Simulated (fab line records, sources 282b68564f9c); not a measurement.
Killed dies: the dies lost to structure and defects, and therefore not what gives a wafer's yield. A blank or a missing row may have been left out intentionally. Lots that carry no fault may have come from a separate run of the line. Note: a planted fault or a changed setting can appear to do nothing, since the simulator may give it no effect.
Split-lot trial | flow rit-cmos | 23 wafers read across 5 lots, on a route 202 steps long

## ON THE SPLIT
At RIT_GATE_OXIDATION_05 (target thk 3 nm, ox time 270 s), the setting ox-time-s was moved away from the recipe's 270 s on 20 of the 23 wafers read, by -6.0% to +13.3%. The other wafers ran this setting at the recipe's value.

## FROM THE SPLIT TO THE READING: what the file shows between them, 1 step
- RIT_GATE_ANNEAL_06: time 600 s

## THE READING
GATE_OXIDE_THK in nanometres, read at RIT_GATE_THK_MEAS_07. Fault-free wafers of this fab line usually give 3.02 nm, standard deviation 0.061 nm.

wafer  | tool, chamber at the split | ox-time-s as run, s | against the recipe | GATE_OXIDE_THK, nm | against lot-mates on the recipe
L074.1 | -, -                       | 306                 | +13.3%             | 3.36               | no lot-mate on the recipe
L074.2 | -, -                       | 306                 | +13.3%             | 3.36               | no lot-mate on the recipe
L074.3 | -, -                       | 306                 | +13.3%             | 3.37               | no lot-mate on the recipe
L074.5 | -, -                       | 306                 | +13.3%             | 3.36               | no lot-mate on the recipe
L074.6 | -, -                       | 306                 | +13.3%             | 3.32               | no lot-mate on the recipe
L080.2 | -, -                       | 253.9               | -6.0%              | 2.93               | no lot-mate on the recipe
L080.3 | -, -                       | 253.9               | -6.0%              | 2.89               | no lot-mate on the recipe
L080.4 | -, -                       | 253.9               | -6.0%              | 2.91               | no lot-mate on the recipe
L080.5 | -, -                       | 253.9               | -6.0%              | 2.89               | no lot-mate on the recipe
L080.6 | -, -                       | 253.9               | -6.0%              | 2.90               | no lot-mate on the recipe
L083.1 | -, -                       | 257.7               | -4.6%              | 2.98               | no lot-mate on the recipe
L083.2 | -, -                       | 257.7               | -4.6%              | 2.90               | no lot-mate on the recipe
L083.3 | -, -                       | 257.7               | -4.6%              | 2.98               | no lot-mate on the recipe
L083.4 | -, -                       | 257.7               | -4.6%              | 3.00               | no lot-mate on the recipe
L083.6 | -, -                       | 257.7               | -4.6%              | 2.93               | no lot-mate on the recipe
L084.2 | furnace-01, 0              | 270                 | recipe             | 3.00               | -
L084.4 | furnace-01, 0              | 270                 | recipe             | 2.99               | -
L084.5 | furnace-01, 0              | 270                 | recipe             | 3.00               | -
L085.1 | -, -                       | 300.3               | +11.2%             | 3.23               | no lot-mate on the recipe
L085.2 | -, -                       | 300.3               | +11.2%             | 3.15               | no lot-mate on the recipe
L085.4 | -, -                       | 300.3               | +11.2%             | 3.22               | no lot-mate on the recipe
L085.5 | -, -                       | 300.3               | +11.2%             | 3.15               | no lot-mate on the recipe
L085.6 | -, -                       | 300.3               | +11.2%             | 3.25               | no lot-mate on the recipe

THE FIT
A straight line over all 23 wafers: GATE_OXIDE_THK changes by +0.0204 nm for each +1% of ox-time-s; r = +0.96; the points scatter about the line by 0.051 nm.
Too few moved wafers with a lot-mate on the recipe to fit a line net of each lot's own level.

## THE WHOLE CHAIN: every reading that the file lists as answering this split, in the file's order
step                  | what it does                   | reading                                                                           | change (the file's fit)                | r (the file's)
RIT_GATE_OXIDATION_05 | target thk 3 nm, ox time 270 s | SiO2_of_GATE_OXIDATION_05.thk-nm (the simulator's own value, which no gauge read) | +0.0211 nm for each +1% of the setting | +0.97
RIT_GATE_THK_MEAS_07  |                                | GATE_OXIDE_THK                                                                    | +0.0204 for each +1% of the setting    | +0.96

## FILE'S OWN FIT
GATE_OXIDE_THK changes by +0.0204 nm for each +1% of ox-time-s, r = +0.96.
